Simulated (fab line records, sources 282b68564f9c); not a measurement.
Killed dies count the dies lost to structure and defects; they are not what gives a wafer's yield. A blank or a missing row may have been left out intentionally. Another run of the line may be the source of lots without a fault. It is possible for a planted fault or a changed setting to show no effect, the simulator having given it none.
Tool commonality check -- flow ritCmos -- Sampled: 14 lots, 42 wafers

REASON FOR OPENING
At RIT_SDANNEAL_RS_MEAS_04 the reading PSD_RS is flagged on 2 of 14 lots. Wafers without a fault read 115.97 ohm/sq, standard deviation 0.24.
Rule: a lot is flagged when every wafer of it that has a number lies more than 4 standard deviations from that mean, or none has a number. As for the other lots, they are considered sound.

lot,measured,on,"PSD_RS (ohm/sq), wafer by wafer",flag
L721,day 3 01:43,filmMetro-02,115.78 116.19 116.10,
L722,day 3 06:02,filmMetro-01,115.66 116.22 115.90,
L724,day 3 17:17,filmMetro-01,115.73 116.05 115.79,
L726,day 4 03:05,filmMetro-04,115.99 116.24 116.28,
L727,day 4 09:41,filmMetro-01,116.08 116.10 116.07,
L728,day 4 15:49,filmMetro-01,115.79 115.79 116.01,
L729,day 4 18:59,filmMetro-04,116.48 116.39 116.38,
L734,day 5 20:41,filmMetro-04,115.97 116.01 115.70,
L736,day 6 04:52,filmMetro-04,115.89 115.83 115.75,
L737,day 6 09:34,filmMetro-02,113.26 112.45 113.27,FLAGGED
L739,day 6 23:45,filmMetro-04,113.19 112.80 112.88,FLAGGED
L740,day 7 04:21,filmMetro-02,115.86 115.84 115.94,
L742,day 7 16:51,filmMetro-04,115.61 115.82 116.08,
L743,day 7 18:29,filmMetro-01,115.47 115.60 115.24,
The numbers of the flagged lots are 112.97 ohm/sq on average: -3.00 ohm/sq against the usual, or -12 standard deviations.

LOT BY LOT: THE TOOL USED
The record holds 1 process step before the reading, out of a route of 202 steps. Each cell gives the tool, then ch followed by the chambers the sampled wafers passed through, then the start.
lot,flag,RIT_PSD_IMPLANT_08
L721,,"implanter-03 ch 0, day 3 00:54"
L722,,"implanter-04 ch 0, day 3 05:12"
L724,,"implanter-04 ch 0, day 3 16:28"
L726,,"implanter-03 ch 0, day 4 02:17"
L727,,"implanter-03 ch 0, day 4 08:45"
L728,,"implanter-04 ch 0, day 4 14:58"
L729,,"implanter-03 ch 0, day 4 18:10"
L734,,"implanter-03 ch 0, day 5 19:51"
L736,,"implanter-03 ch 0, day 6 03:59"
L737,FLAGGED,"implanter-03 ch 0, day 6 08:44"
L739,FLAGGED,"implanter-03 ch 0, day 6 22:56"
L740,,"implanter-04 ch 0, day 7 03:31"
L742,,"implanter-04 ch 0, day 7 15:51"
L743,,"implanter-02 ch 0, day 7 17:38"
What is done by these steps:
- RIT_PSD_IMPLANT_08
- RIT_SDANNEAL_RS_MEAS_04: measures by four-point-probe.

FLAGGED OVER TOTAL, TOOL BY TOOL (the gauges that took the reading come last)
step,tool,lots run,flagged,share of the flagged lots,sound lots run after its first flagged lot
RIT_PSD_IMPLANT_08,implanter-02,1,0,none,-
RIT_PSD_IMPLANT_08,implanter-03,8,2,all,0
RIT_PSD_IMPLANT_08,implanter-04,5,0,none,-
RIT_SDANNEAL_RS_MEAS_04,filmMetro-01,5,0,none,-
RIT_SDANNEAL_RS_MEAS_04,filmMetro-02,3,1,some,1 (L740)
RIT_SDANNEAL_RS_MEAS_04,filmMetro-04,6,1,some,1 (L742)

WHAT IS ALLOWED BY THE TABLE
All flagged lots share 1 row of the table, namely implanter-03 at RIT_PSD_IMPLANT_08.
- implanter-03 at RIT_PSD_IMPLANT_08 ran 8 lots, 2 of them flagged. Its last sound lot is L736 (day 6 03:59), its first flagged lot L737 (day 6 08:44): a fault that began between those two fits. Its own readings (beamEnergyKeV) fall more than 4 standard deviations out on all wafers of the flagged lots.
One tool is left: implanter-03 at RIT_PSD_IMPLANT_08.

WHAT THE SIMULATOR HAD PUT IN
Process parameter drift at RIT_PSD_IMPLANT_08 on implanter-03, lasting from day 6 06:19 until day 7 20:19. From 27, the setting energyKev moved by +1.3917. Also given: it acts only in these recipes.
Shown lots that were struck: L737, L739. Same finding as the rule above.
